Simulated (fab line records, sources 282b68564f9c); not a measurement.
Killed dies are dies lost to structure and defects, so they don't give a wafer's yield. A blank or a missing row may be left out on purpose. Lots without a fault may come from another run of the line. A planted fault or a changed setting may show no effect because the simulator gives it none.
fab line records | flow rit_cmos
record lots=6 wafers=18 last_day=6
route steps=202 shown PSD@150 SDANNEAL@153 NSD@158 PLDD@159 NLDD@160 SILICIDE@161 M1@202
lots that met no fault: from a run of the same line without faults
start_h: hours from the record's first day to the start of the lot's first wafer shown | wait_h: hours since the lot's step before | " the same as in the row above | L1.1+2: a row that stands for several wafers | - no value, or no start given | * or withheld: withheld | < > ~ a bound
route shown NAME@n: a module of which the file shows steps, and the number in the route of the first | usual: mean/standard deviation of fault-free wafers | same: alike in all rows | chamber/n: place in a boat | sites: the reading at each site | _std_site: their standard deviation | _edge_site: outer sites' mean less inner sites' | radius_mm: how far each site lies from the wafer's centre | mask NAME#n: copy n | behind: the tool/chamber that last shaped the wafer | hold: why the lot was held/for how many hours/how that ended | device: the transistor (n, p or np) that didn't switch | end of line: the same wafers' tests at the end of the route | a step without rows: its recipe alone | killed: dies lost to structure and defects at the first sort, not the wafer's yield | map: a wafer's dies, x killed, . not, _ none there
set.NAME: the setting as run; set.NAME@STEP: as run at that earlier step | model.NAME: the simulator's own value behind a step, which no gauge read
lots at some steps of the route; a table a step, a row a wafer
services: from which hour (start_h, from the record's first day; less than 0 if before it) a tool's chamber was out of use, for how many hours, and why
## steps
# step RIT_PSD_IMPLANT_08
# recipe species=BF2 energy_kev=27 dose_cm2=5e+15 tilt_deg=7
# step RIT_PSD_STRIP_09
# recipe chemistry=O2 time_s=180 resist=NOVOLAK platen_temp_c=withheld power_w=500 pressure_mtorr=4000 o2_flow_sccm=4000
# usual drypump_motor_current_A=5.6/0.51
# columns lot.wafer tool chamber start_h wait_h drypump_motor_current_A rf_hours_counter_h
L734.2 plasma_asher-03 0 67.79 0.1 4.9 40
L734.4 " 1 " " 5.9 -
L734.5 " 0 " " 4.9 -
L735.2 plasma_asher-02 0 74.60 0.1 5.4 43
L735.4 " 0 " " 5.4 -
L735.5 " 0 " " 5.4 -
L740.1 plasma_asher-03 0 100.05 0.1 4.9 43
L740.3 " 1 " " 5.9 -
L740.6 " 1 " " 5.9 -
L741.2 plasma_asher-03 0 103.42 0.1 4.9 43
L741.5 " 1 " " 5.9 -
L741.6 " 0 " " 4.9 -
L743.1 plasma_asher-02 0 117.93 0.1 5.4 0
L743.2 " 1 " " 5.5 0
L743.6 " 1 " " 5.5 -
L749.1 plasma_asher-02 0 144.97 0.1 5.4 3
L749.2 " 1 " " 5.5 3
L749.6 " 0 " " 5.4 -
# step RIT_PSD_TW_MEAS_10
# usual PSD_TW=3439/28
# columns lot.wafer tool chamber start_h wait_h PSD_TW
L734.2 film_metro-01 - 67.98 0.1 3409
L734.4 " - " " 3382
L734.5 " - " " 3386
L735.2 film_metro-03 - 74.78 0.1 3477
L735.4 " - " " 3460
L735.5 " - " " 3469
L740.1 film_metro-03 - 100.23 0.1 3495
L740.3 " - " " 3478
L740.6 " - " " 3459
L741.2 film_metro-04 - 103.60 0.1 3430
L741.5 " - " " 3441
L741.6 " - " " 3433
L743.1 film_metro-01 - 118.11 0.1 3415
L743.2 " - " " 3408
L743.6 " - " " 3424
L749.1 film_metro-03 - 145.14 0.1 3453
L749.2 " - " " 3443
L749.6 " - " " 3450
# step RIT_SDANNEAL_CLEAN_00
# recipe chemistry=SC1 mix=3:3:50 time_s=600 temp_c=75
# step RIT_SDANNEAL_CLEAN_01
# recipe chemistry=dHF dilution=50:1 time_s=30
# step RIT_SDANNEAL_CLEAN_02
# recipe chemistry=SC2 mix=3:3:50 time_s=600 temp_c=75 dry=n2_spin
# step RIT_SDANNEAL_RTA_03
# recipe temp_c=1050 time_s=5 idle_temp_c=600 ramp_up_c_per_s=342 ramp_down_c_per_s=171 cool_to_c=600 ambient=N2
# usual anneal_temp_c_max=1053.3/0.69 wafer_temp_C_max=1053.7/1.3
# columns lot.wafer tool chamber start_h wait_h anneal_temp_c_max wafer_temp_C_max
L734.2 rtp_anneal-01 0 68.43 0.0 1052.9 1054.4
L734.4 " 0 " " 1052.3 1053.1
L734.5 " 0 " " 1054.6 1053.9
L735.2 rtp_anneal-02 0 75.21 0.0 1053.1 1053.2
L735.4 " 0 " " 1054.1 1054.9
L735.5 " 0 " " 1054.5 1052.8
L740.1 rtp_anneal-01 0 100.65 0.0 1054.1 1052.4
L740.3 " 0 " " 1053.6 1055.3
L740.6 " 0 " " 1053.1 1053.3
L741.2 rtp_anneal-02 0 104.03 0.0 1053.5 1053.2
L741.5 " 0 " " 1054.2 1053.4
L741.6 " 0 " " 1053.1 1053.6
L743.1 rtp_anneal-02 0 118.55 0.0 1052.9 1057.7
L743.2 " 0 " " 1053.1 1053.5
L743.6 " 0 " " 1052.7 1054.6
L749.1 rtp_anneal-02 0 145.59 0.0 1053.1 1051.5
L749.2 " 0 " " 1053.9 1053.2
L749.6 " 0 " " 1053.3 1053.8
# step RIT_SDANNEAL_RS_MEAS_04
# recipe thk_meas_gauge=four-point-probe
# usual PSD_RS=115.89/0.26
# columns lot.wafer tool chamber start_h wait_h PSD_RS[ohm/sq]
L734.2 film_metro-03 - 68.50 0.1 116.22
L734.4 " - " " 116.28
L734.5 " - " " 115.91
L735.2 film_metro-03 - 75.28 0.1 115.82
L735.4 " - " " 115.79
L735.5 " - " " 115.61
L740.1 film_metro-01 - 100.71 0.0 116.29
L740.3 " - " " 116.21
L740.6 " - " " 115.97
L741.2 film_metro-01 - 104.10 0.1 115.78
L741.5 " - " " 115.85
L741.6 " - " " 115.70
L743.1 film_metro-03 - 118.61 0.0 115.85
L743.2 " - " " 115.78
L743.6 " - " " 116.02
L749.1 film_metro-04 - 145.65 0.0 115.62
L749.2 " - " " 115.71
L749.6 " - " " 115.87
# step RIT_SDANNEAL_RS_MEAS_05
# recipe thk_meas_gauge=four-point-probe
# usual NSD_RS=84.6/0.31
# columns lot.wafer tool chamber start_h wait_h NSD_RS[ohm/sq]
L734.2 film_metro-03 - 68.62 0.1 85.1
L734.4 " - " " 84.8
L734.5 " - " " 84.9
L735.2 film_metro-03 - 75.40 0.1 84.1
L735.4 " - " " 84.7
L735.5 " - " " 84.8
L740.1 film_metro-01 - 100.83 0.1 84.7
L740.3 " - " " 84.7
L740.6 " - " " 84.4
L741.2 film_metro-01 - 104.22 0.1 84.3
L741.5 " - " " 84.0
L741.6 " - " " 84.3
L743.1 film_metro-03 - 118.73 0.1 84.1
L743.2 " - " " 84.1
L743.6 " - " " 84.4
L749.1 film_metro-04 - 145.77 0.1 84.1
L749.2 " - " " 84.5
L749.6 " - " " 84.1
# step RIT_SDANNEAL_RS_MEAS_06
# recipe thk_meas_gauge=four-point-probe
# usual PLDD_RS=178.7/0.47
# columns lot.wafer tool chamber start_h wait_h PLDD_RS[ohm/sq]
L734.2 film_metro-03 - 68.74 0.1 178.8
L734.4 " - " " 178.3
L734.5 " - " " 178.2
L735.2 film_metro-03 - 75.52 0.1 178.2
L735.4 " - " " 178.3
L735.5 " - " " 179.0
L740.1 film_metro-01 - 100.95 0.1 178.9
L740.3 " - " " 178.8
L740.6 " - " " 178.9
L741.2 film_metro-01 - 104.34 0.1 179.2
L741.5 " - " " 179.2
L741.6 " - " " 178.9
L743.1 film_metro-03 - 118.85 0.1 178.2
L743.2 " - " " 178.1
L743.6 " - " " 178.3
L749.1 film_metro-04 - 145.89 0.1 178.1
L749.2 " - " " 178.9
L749.6 " - " " 179.0
# step RIT_SDANNEAL_RS_MEAS_07
# recipe thk_meas_gauge=four-point-probe
# usual NLDD_RS=151.6/0.52
# columns lot.wafer tool chamber start_h wait_h NLDD_RS[ohm/sq]
L734.2 film_metro-03 - 68.86 0.1 151.3
L734.4 " - " " 151.2
L734.5 " - " " 151.6
L735.2 film_metro-03 - 75.64 0.1 151.6
L735.4 " - " " 151.7
L735.5 " - " " 151.2
L740.1 film_metro-01 - 101.07 0.1 151.2
L740.3 " - " " 151.6
L740.6 " - " " 151.4
L741.2 film_metro-01 - 104.46 0.1 152.0
L741.5 " - " " 151.7
L741.6 " - " " 151.4
L743.1 film_metro-03 - 118.97 0.1 151.5
L743.2 " - " " 151.1
L743.6 " - " " 151.4
L749.1 film_metro-04 - 146.01 0.1 152.0
L749.2 " - " " 152.3
L749.6 " - " " 151.9
# step RIT_SILICIDE_WET_ETCH_00
# recipe chemistry=BOE target=SiO2 target_depth_nm=14 time_s=15 dry=n2_spin dilution=10:1 temp_c=21.5
# step RIT_SILICIDE_SPUTTER_01
# recipe material=Ti target_thk_nm=30 power_w=350 chamber_pressure_pa=0.667 gas=Ar time_s=240 substrate_temp_c=25
# usual throttle_valve_pct=29.3/1.1
# columns lot.wafer tool chamber start_h wait_h throttle_valve_pct model.Ti_of_SILICIDE_SPUTTER_01.thk_nm
L734.2 pvd_sputter-04 - 68.98 0.0 27.5 30.61
L734.4 " - " " 29.2 30.56
L734.5 " - " " 27.9 30.73
L735.2 pvd_sputter-02 - 75.75 0.0 30.8 29.3
L735.4 " - " " 29.7 29.7
L735.5 " - " " 30.9 29.32
L740.1 pvd_sputter-04 - 101.20 0.0 29.4 29.66
L740.3 " - " " 27.4 29.4
L740.6 " - " " 27.5 29.49
L741.2 pvd_sputter-02 - 104.57 0.0 29.9 32.15
L741.5 " - " " 30.2 32.09
L741.6 " - " " 31.0 31.96
L743.1 pvd_sputter-02 - 119.10 0.0 29.9 31.89
L743.2 " - " " 31.0 31.81
L743.6 " - " " 30.7 31.52
L749.1 pvd_sputter-04 - 146.14 0.0 28.1 30.03
L749.2 " - " " 27.6 29.97
L749.6 " - " " 28.1 30.06
# step RIT_SILICIDE_RS_MEAS_02
# recipe thk_meas_gauge=four-point-probe reads=Ti_of_SILICIDE_SPUTTER_01
# usual SILICIDE_TI_RS=48.0/0.76
# columns lot.wafer tool chamber start_h wait_h SILICIDE_TI_RS[ohm/sq]
L734.2 film_metro-02 - 69.15 0.1 46.7
L734.4 " - " " 46.8
L734.5 " - " " 46.4
L735.2 film_metro-04 - 75.92 0.1 49.4
L735.4 " - " " 48.6
L735.5 " - " " 49.2
L740.1 film_metro-03 - 101.35 0.1 48.6
L740.3 " - " " 49.2
L740.6 " - " " 48.9
L741.2 film_metro-02 - 104.74 0.1 43.9
L741.5 " - " " 44.0
L741.6 " - " " 44.2
L743.1 film_metro-04 - 119.25 0.1 44.4
L743.2 " - " " 44.6
L743.6 " - " " 45.1
L749.1 film_metro-02 - 146.29 0.1 47.8
L749.2 " - " " 48.0
L749.6 " - " " 47.7
# step RIT_SILICIDE_THK_MEAS_03
# recipe thk_meas_gauge=xrf reads=Ti_of_SILICIDE_SPUTTER_01
# usual SILICIDE_TI_THK=29.7/0.38
# columns lot.wafer tool chamber start_h wait_h SILICIDE_TI_THK[nm]
L734.2 film_metro-02 - 69.26 0.1 30.4
L734.4 " - " " 30.3
L734.5 " - " " 30.5
L735.2 film_metro-04 - 76.03 0.1 28.9
L735.4 " - " " 29.3
L735.5 " - " " 28.9
L740.1 film_metro-03 - 101.47 0.1 29.3
L740.3 " - " " 29.1
L740.6 " - " " 29.1
L741.2 film_metro-02 - 104.85 0.1 31.9
L741.5 " - " " 31.8
L741.6 " - " " 31.6
L743.1 film_metro-04 - 119.37 0.1 31.7
L743.2 " - " " 31.6
L743.6 " - " " 31.1
L749.1 film_metro-02 - 146.41 0.1 29.6
L749.2 " - " " 29.5
L749.6 " - " " 29.6
# step RIT_SILICIDE_RTA_04
# recipe temp_c=650 time_s=10 idle_temp_c=25 ramp_up_s=5 ramp_down_s=5 cool_to_c=25 ambient=N2
# usual anneal_temp_c_max=652.1/0.43 wafer_temp_C_max=654.1/1.1
# columns lot.wafer tool chamber start_h wait_h anneal_temp_c_max wafer_temp_C_max
L734.2 rtp_anneal-02 0 69.32 0.1 652.2 653.0
L734.4 " 0 " " 653.1 655.5
L734.5 " 0 " " 652.8 653.4
L735.2 rtp_anneal-01 0 76.09 0.1 652.0 654.7
L735.4 " 0 " " 652.3 655.5
L735.5 " 0 " " 651.7 654.5
L740.1 rtp_anneal-02 0 101.53 0.1 652.4 652.5
L740.3 " 0 " " 652.7 653.3
L740.6 " 0 " " 652.2 654.4
L741.2 rtp_anneal-01 0 104.91 0.1 652.6 653.5
L741.5 " 0 " " 652.0 654.1
L741.6 " 0 " " 651.9 655.2
L743.1 rtp_anneal-01 0 119.43 0.1 652.4 655.1
L743.2 " 0 " " 652.0 654.4
L743.6 " 0 " " 652.2 653.6
L749.1 rtp_anneal-01 0 146.47 0.1 651.2 654.3
L749.2 " 0 " " 652.2 655.7
L749.6 " 0 " " 651.4 653.9
# step RIT_M1_PROBE_99
# usual killed_at_contacts=0.0/0.16 killed_at_front_end=7/3 killed_dies=7/3 killed_on_rim=1.8/1.3 killed_open=3.5/2 killed_short=3.6/2.1
# same gross_dies=264 killed_at_M0_to_M3=0 killed_at_M4_up=0 killed_at_back_side=0 killed_at_other=0
# columns lot.wafer tool chamber start_h wait_h killed_at_contacts killed_at_front_end killed_dies killed_on_rim killed_open killed_short model.etest.contact_pplus.end_ohm_um model.etest.contact_nplus.end_ohm_um model.etest.npoly_line.rs_ohm_sq model.etest.ppoly_line.rs_ohm_sq model.etest.npoly_sal.rs_ohm_sq model.etest.ppoly_sal.rs_ohm_sq model.etest.pplus_sal.rs_ohm_sq model.etest.nplus_sal.rs_ohm_sq
L734.2 prober-01 - 76.02 0.1 0 11 11 1 5 6 42.51 45.13 16.77 16.43 4.27 4.203 4.22 4.212
L734.4 prober-01 - 76.12 0.2 0 8 8 1 1 7 44.36 44.07 16.82 16.22 4.258 4.242 4.235 4.24
L734.5 prober-01 - 76.17 0.2 0 12 12 2 5 7 43.69 45.23 16.68 16.29 4.26 4.216 4.247 4.228
L735.2 prober-02 - 83.49 0.1 0 7 7 1 5 2 42.88 40.57 17.37 16.71 4.471 4.444 4.44 4.435
L735.4 prober-02 - 83.59 0.2 0 6 6 3 4 2 43.82 41.19 17.16 16.59 4.378 4.358 4.377 4.335
L735.5 prober-02 - 83.64 0.2 0 15 15 5 8 7 42.28 41.34 17.29 16.77 4.475 4.419 4.397 4.416
L740.1 prober-01 - 108.14 0.1 0 6 6 3 5 1 43.63 40.63 17.2 16.54 4.461 4.399 4.396 4.366
L740.3 prober-01 - 108.24 0.2 0 7 7 4 5 2 42.9 39.98 17.24 16.59 4.441 4.409 4.392 4.382
L740.6 prober-01 - 108.39 0.2 0 10 10 2 4 6 43.9 40.51 17.22 16.54 4.411 4.435 4.434 4.405
L741.2 prober-02 - 113.80 0.1 0 8 8 4 2 6 47.66 43.62 16.1 15.61 4.115 4.083 4.082 4.054
L741.5 prober-02 - 113.95 0.2 0 8 8 3 6 2 47.49 44.83 15.97 15.56 4.123 4.099 4.119 4.102
L741.6 prober-02 - 114.00 0.2 0 10 10 1 4 6 47.68 45.31 16.24 15.81 4.125 4.139 4.108 4.112
L743.1 prober-02 - 126.05 0.1 0 9 9 5 4 5 46.95 42.28 16.18 15.67 4.125 4.09 4.098 4.086
L743.2 prober-02 - 126.10 0.1 0 9 9 1 1 8 47.84 43.75 16.2 15.76 4.154 4.141 4.074 4.115
L743.6 prober-02 - 126.30 0.2 0 9 9 4 2 7 47.11 43.58 16.4 15.89 4.166 4.159 4.17 4.168
L749.1 prober-01 - 153.15 0.1 0 2 2 0 1 1 45.54 40.91 17.08 16.42 4.376 4.365 4.378 4.342
L749.2 prober-01 - 153.20 0.1 0 10 10 3 6 4 45.58 40.87 17.09 16.46 4.384 4.347 4.397 4.373
L749.6 prober-01 - 153.40 0.2 1 6 7 1 3 4 45.86 41.95 16.97 16.44 4.407 4.306 4.333 4.303
# killed by level:class
L734.2 REOX:geometric_particle:short=3 GATE:geometric_particle:open=2 FOX1:geometric_particle:open=1 FOX1:geometric_particle:short=1 GATE:geometric_particle:short=1 REOX:geometric_particle:open=1 SPACER:geometric_particle:short=1 SILICIDE:geometric_particle:open=1
L734.4 FOX2:geometric_particle:short=3 SILICIDE:geometric_particle:short=2 FOX2:geometric_particle:open=1 GATE:geometric_particle:short=1 SPACER:geometric_particle:short=1
L734.5 GATE:geometric_particle:short=4 GATE:geometric_particle:open=2 REOX:geometric_particle:short=2 REOX:geometric_particle:open=2 FOX2:geometric_particle:open=1 SILICIDE:geometric_particle:short=1
L735.2 GATE:geometric_particle:open=3 FOX1:geometric_particle:open=1 FOX1:geometric_particle:short=1 SILICIDE:geometric_particle:short=1 SILICIDE:geometric_particle:open=1
L735.4 FOX1:geometric_particle:short=2 GATE:geometric_particle:open=2 SPACER:geometric_particle:open=1 SILICIDE:geometric_particle:open=1
L735.5 SILICIDE:geometric_particle:short=4 FOX2:geometric_particle:open=3 SILICIDE:geometric_particle:open=2 FOX1:geometric_particle:open=1 FOX2:geometric_particle:short=1 GATE:geometric_particle:open=1 GATE:geometric_particle:short=1 REOX:geometric_particle:open=1
L740.1 GATE:geometric_particle:open=3 FOX1:geometric_particle:short=1 REOX:geometric_particle:open=1 SILICIDE:geometric_particle:open=1
L740.3 GATE:geometric_particle:open=3 REOX:geometric_particle:open=2 FOX1:geometric_particle:short=1 GATE:geometric_particle:short=1
L740.6 GATE:geometric_particle:short=4 GATE:geometric_particle:open=3 FOX1:geometric_particle:open=1 FOX1:geometric_particle:short=1 SILICIDE:geometric_particle:short=1
L741.2 GATE:geometric_particle:short=5 FOX2:geometric_particle:short=1 FOX2:geometric_particle:open=1 GATE:geometric_particle:open=1
L741.5 FOX2:geometric_particle:open=2 GATE:geometric_particle:short=2 REOX:geometric_particle:open=2 FOX1:geometric_particle:open=1 GATE:geometric_particle:open=1
L741.6 GATE:geometric_particle:short=3 FOX1:geometric_particle:short=2 GATE:geometric_particle:open=1 REOX:geometric_particle:open=1 SPACER:geometric_particle:open=1 SILICIDE:geometric_particle:open=1 SILICIDE:geometric_particle:short=1
L743.1 SILICIDE:geometric_particle:short=3 GATE:geometric_particle:open=2 FOX1:geometric_particle:open=1 GATE:geometric_particle:short=1 REOX:geometric_particle:open=1 SPACER:geometric_particle:short=1
L743.2 REOX:geometric_particle:short=3 SPACER:geometric_particle:short=3 SILICIDE:geometric_particle:short=2 REOX:geometric_particle:open=1
L743.6 SPACER:geometric_particle:short=4 REOX:geometric_particle:short=2 FOX2:geometric_particle:open=1 GATE:geometric_particle:short=1 GATE:geometric_particle:open=1
L749.1 FOX2:geometric_particle:open=1 REOX:geometric_particle:short=1
L749.2 GATE:geometric_particle:open=3 FOX1:geometric_particle:short=2 GATE:geometric_particle:short=2 REOX:geometric_particle:open=2 FOX2:geometric_particle:open=1
L749.6 GATE:geometric_particle:open=3 GATE:geometric_particle:short=2 FOX2:geometric_particle:short=1 CONTACT:geometric_particle:short=1
## services
# columns tool chamber start_h hours kind
pvd_sputter-02 - 43.90 2.0 repair
pvd_sputter-02 - 69.51 2.9 repair
plasma_asher-02 - 108.75 9.0 pm
plasma_asher-02 0 108.75 9.0 vent_cycle
plasma_asher-02 1 108.75 9.0 vent_cycle
pvd_sputter-04 - 113.23 4.1 repair
plasma_asher-02 0 117.75 - clean
plasma_asher-02 1 117.75 - clean
pvd_sputter-02 - 139.07 2.6 repair
## key
first_sign step=RIT_SILICIDE_RS_MEAS_02 reading=SILICIDE_TI_RS direction=down sigmas=4.8 usual=48.0 struck=44.4
effect step=RIT_SILICIDE_THK_MEAS_03 reading=SILICIDE_TI_THK direction=up sigmas=5.2 usual=29.7 struck=31.6
model_effect step=RIT_SILICIDE_SPUTTER_01 value=Ti_of_SILICIDE_SPUTTER_01.thk_nm without=30.17 struck=31.9
model_effect step=RIT_M1_PROBE_99 value=etest.contact_pplus.end_ohm_um without=44.61 struck=47.46
met_at RIT_SILICIDE_SPUTTER_01
struck_wafers L741.2,L741.5,L741.6,L743.1,L743.2,L743.6
tester_left_out L741,L743
onset_between 75.75 104.57
fault kind=process_parameter_drift tool=pvd_sputter-02 chamber=- onset_h=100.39 steps=RIT_SILICIDE_SPUTTER_01 channel=target_thk_nm offset=1.731 shape=step end_h=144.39 acts_in=these_recipes_only stated=30
# tester_left_out: of these lots the tester's yield and bins aren't shown, on N5 and GAA mostly nor the transistor test; their killed dies are dies lost to structure and defects alone, not to doping, threshold or leakage, so they don't give the yield
